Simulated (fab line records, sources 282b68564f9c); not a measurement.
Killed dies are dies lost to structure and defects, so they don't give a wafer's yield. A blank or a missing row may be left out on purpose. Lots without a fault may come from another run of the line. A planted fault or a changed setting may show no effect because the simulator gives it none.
Which tool did it? | flow rit_cmos | 14 lots, 42 wafers sampled, at 6 steps of a route of 202

WHAT THE GAUGES READ, wafer by wafer
RIT_NLDD_TW_MEAS_10.
lot  | measured    | on            | NLDD_TW
L748 | day 3 03:14 | film_metro-03 | 2481 2482 2487
L749 | day 3 07:44 | film_metro-02 | 2534 2542 2524
L750 | day 3 11:11 | film_metro-01 | 2487 2492 2480
L751 | day 3 18:30 | film_metro-01 | 2475 2481 2495
L752 | day 3 20:47 | film_metro-02 | 2520 2527 2531
L753 | day 4 02:16 | film_metro-02 | 2508 2513 2495
L755 | day 4 10:02 | film_metro-02 | 2514 2512 2515
L754 | day 4 10:20 | film_metro-01 | 2517 2505 2492
L757 | day 5 02:36 | film_metro-03 | 2479 2478 2476
L762 | day 5 22:01 | film_metro-03 | 2475 2482 2471
L767 | day 7 00:59 | film_metro-02 | 2510 2503 2514
L768 | day 7 03:40 | film_metro-03 | 2490 2496 2502
L770 | day 7 13:17 | film_metro-02 | 2509 2515 2518
L771 | day 7 19:14 | film_metro-02 | 2526 2511 2519

RIT_SILICIDE_RS_MEAS_02: measures by four-point-probe.
lot  | measured    | on            | SILICIDE_TI_RS (ohm/sq)
L748 | day 3 11:08 | film_metro-02 | 48.1 47.9 48.3
L749 | day 3 15:56 | film_metro-04 | 48.3 48.3 47.3
L750 | day 3 19:34 | film_metro-04 | 49.6 49.7 49.0
L751 | day 4 02:41 | film_metro-04 | 48.1 48.3 47.6
L752 | day 4 06:47 | film_metro-04 | 48.3 48.7 48.3
L753 | day 4 10:44 | film_metro-04 | 47.4 47.6 47.7
L755 | day 4 18:22 | film_metro-04 | 49.0 50.0 49.3
L754 | day 4 20:14 | film_metro-03 | 48.2 47.5 48.6
L757 | day 5 12:16 | film_metro-04 | 47.3 47.6 47.3
L762 | day 6 06:37 | film_metro-04 | 47.3 48.2 48.2
L767 | day 7 09:17 | film_metro-04 | - - -
L768 | day 7 13:17 | film_metro-03 | - - -
L770 | day 7 21:37 | film_metro-04 | 48.3 47.7 48.0
L771 | day 8 03:28 | film_metro-04 | 48.8 49.0 49.4

RIT_SILICIDE_THK_MEAS_03: measures by xrf.
lot  | measured    | on            | SILICIDE_TI_THK (nm)
L748 | day 3 11:14 | film_metro-02 | 29.9 30.0 29.6
L749 | day 3 16:03 | film_metro-04 | 29.8 29.9 30.3
L750 | day 3 19:41 | film_metro-04 | 29.2 29.1 29.5
L751 | day 4 02:48 | film_metro-04 | 30.0 29.7 30.3
L752 | day 4 06:54 | film_metro-04 | 29.9 29.5 30.0
L753 | day 4 10:50 | film_metro-04 | 30.3 30.1 30.1
L755 | day 4 18:29 | film_metro-04 | 29.4 28.9 29.3
L754 | day 4 20:22 | film_metro-03 | 29.7 29.9 29.5
L757 | day 5 12:23 | film_metro-04 | 30.4 30.3 30.5
L762 | day 6 06:44 | film_metro-04 | 30.3 29.7 29.7
L767 | day 7 09:23 | film_metro-04 | <0.0 <0.0 <0.0
L768 | day 7 13:24 | film_metro-03 | <0.0 <0.0 <0.0
L770 | day 7 21:44 | film_metro-04 | 29.5 30.1 29.9
L771 | day 8 03:34 | film_metro-04 | 29.5 29.5 29.2

RIT_M1_RS_MEAS_01: measures by four-point-probe.
lot  | measured    | on            | M1_AL_RS (ohm/sq)
L748 | day 3 14:14 | film_metro-01 | 0.0773 0.0771 0.0770
L749 | day 3 18:57 | film_metro-02 | 0.0747 0.0757 0.0749
L750 | day 3 22:27 | film_metro-02 | 0.0762 0.0756 0.0763
L751 | day 4 06:24 | film_metro-03 | 0.0759 0.0769 0.0768
L752 | day 4 09:44 | film_metro-03 | 0.0764 0.0761 0.0753
L753 | day 4 13:44 | film_metro-01 | 0.0757 0.0770 0.0771
L755 | day 4 21:23 | film_metro-03 | 0.0759 0.0765 0.0753
L754 | day 4 23:07 | film_metro-01 | 0.0762 0.0757 0.0762
L757 | day 5 15:29 | film_metro-03 | 0.0761 0.0750 0.0765
L762 | day 6 09:31 | film_metro-01 | 0.0769 0.0780 0.0772
L770 | day 8 00:34 | film_metro-02 | 0.0769 0.0767 0.0765
L771 | day 8 06:29 | film_metro-02 | 0.0770 0.0761 0.0766

WHICH TOOL RAN EACH LOT (tool, then ch and the chambers of the sampled wafers, then the start)
lot  | RIT_SILICIDE_SPUTTER_01     | RIT_SILICIDE_RTA_04
L748 | pvd_sputter-01, day 3 10:57 | rtp_anneal-02 ch 0, day 3 11:18
L749 | pvd_sputter-04, day 3 15:47 | rtp_anneal-02 ch 0, day 3 16:07
L750 | pvd_sputter-01, day 3 19:24 | rtp_anneal-02 ch 0, day 3 19:44
L751 | pvd_sputter-04, day 4 02:31 | rtp_anneal-01 ch 0, day 4 02:52
L752 | pvd_sputter-01, day 4 06:38 | rtp_anneal-02 ch 0, day 4 06:58
L753 | pvd_sputter-04, day 4 10:32 | rtp_anneal-02 ch 0, day 4 10:53
L755 | pvd_sputter-01, day 4 18:13 | rtp_anneal-02 ch 0, day 4 18:33
L754 | pvd_sputter-04, day 4 20:05 | rtp_anneal-01 ch 0, day 4 20:25
L757 | pvd_sputter-04, day 5 12:07 | rtp_anneal-02 ch 0, day 5 12:26
L762 | pvd_sputter-01, day 6 06:28 | rtp_anneal-02 ch 0, day 6 06:48
L767 | pvd_sputter-04, day 7 09:07 | rtp_anneal-01 ch 0, day 7 09:27
L768 | pvd_sputter-04, day 7 13:08 | rtp_anneal-02 ch 0, day 7 13:28
L770 | pvd_sputter-04, day 7 21:27 | rtp_anneal-02 ch 0, day 7 21:48
L771 | pvd_sputter-01, day 8 03:17 | rtp_anneal-01 ch 0, day 8 03:39
- RIT_SILICIDE_SPUTTER_01: material Ti, target thk 30 nm, time 240 s.
- RIT_SILICIDE_RTA_04: time 10 s, ramp up 5 s, ramp down 5 s.

WHAT THE TOOLS THEMSELVES READ (means of the sampled wafers that have a number; where no wafer has one, the mark that the record gives instead)
RIT_SILICIDE_SPUTTER_01.
lot  | tool           | cathode_dc_power_W (W) | chamber_pressure_pa (Pa) | substrate_temp_c (C) | throttle_valve_pct (%)
L748 | pvd_sputter-01 | 350.04                 | 0.6665                   | 24.95                | 30.7
L749 | pvd_sputter-04 | 350.06                 | 0.6657                   | 25.17                | 30.7
L750 | pvd_sputter-01 | 349.98                 | 0.6669                   | 25.00                | 30.5
L751 | pvd_sputter-04 | 350.02                 | 0.6670                   | 24.93                | 29.5
L752 | pvd_sputter-01 | 349.97                 | 0.6669                   | 24.88                | 30.1
L753 | pvd_sputter-04 | 350.02                 | 0.6688                   | 25.08                | 31.2
L755 | pvd_sputter-01 | 349.93                 | 0.6684                   | 24.96                | 31.2
L754 | pvd_sputter-04 | 350.01                 | 0.6656                   | 24.94                | 31.2
L757 | pvd_sputter-04 | 350.03                 | 0.6666                   | 25.00                | 29.4
L762 | pvd_sputter-01 | 349.99                 | 0.6675                   | 25.11                | 30.9
L767 | pvd_sputter-04 | -                      | -                        | -                    | -
L768 | pvd_sputter-04 | -                      | -                        | -                    | -
L770 | pvd_sputter-04 | 350.00                 | 0.6668                   | 24.91                | 29.7
L771 | pvd_sputter-01 | 349.99                 | 0.6680                   | 25.08                | 30.1

RIT_SILICIDE_RTA_04.
lot  | tool          | chamber_o2_ppm | wafer_temp_C_max
L748 | rtp_anneal-02 | 1.994          | 652.6
L749 | rtp_anneal-02 | 1.995          | 652.7
L750 | rtp_anneal-02 | 1.975          | 653.0
L751 | rtp_anneal-01 | 1.990          | 653.1
L752 | rtp_anneal-02 | 2.000          | 652.9
L753 | rtp_anneal-02 | 1.980          | 652.5
L755 | rtp_anneal-02 | 1.996          | 652.2
L754 | rtp_anneal-01 | 1.982          | 653.3
L757 | rtp_anneal-02 | 1.991          | 653.2
L762 | rtp_anneal-02 | 1.977          | 652.6
L767 | rtp_anneal-01 | 1.996          | 652.7
L768 | rtp_anneal-02 | 2.006          | 652.5
L770 | rtp_anneal-02 | 2.025          | 652.6
L771 | rtp_anneal-01 | 1.980          | 652.8

THE ANSWER, worked out from the rows above alone
Rule: what is usual is taken from the lots themselves. Put in order of their means at a reading, lots are off if they are a third of the lots or fewer, leave a main group of 4 or more, and stand apart from it by a gap of 3 or more times the standard deviation of the main group's means; of several such gaps the widest counts. A main group whose means are all the same, to the digits that the tables above print for the reading, isn't used. A lot without any number at a reading at which 4 lots or more have one is off too. The other lots that the step has rows for count as sound. The gauges are gone through in route order, then the tools' own readings, and for those a lot's mean is taken as printed above. The first step at which some lot is off is used, and at that step the reading that is off furthest; a lot without a number counts as furthest.
Off: L767, L768, at RIT_SILICIDE_RS_MEAS_02 (SILICIDE_TI_RS). Without a number there: L767, L768. The main group: mean 48.3 ohm/sq, standard deviation 0.65.
A tool fits if, at a process step before that reading, it ran every lot that is off, and no sound lot after the first of them. The gauges at RIT_SILICIDE_RS_MEAS_02 aren't tried: what is off there is off at RIT_SILICIDE_SPUTTER_01 too, on other tools, and a gauge's error can't cause that. None of those tried fits.

WHAT THE SIMULATOR HAD PUT IN
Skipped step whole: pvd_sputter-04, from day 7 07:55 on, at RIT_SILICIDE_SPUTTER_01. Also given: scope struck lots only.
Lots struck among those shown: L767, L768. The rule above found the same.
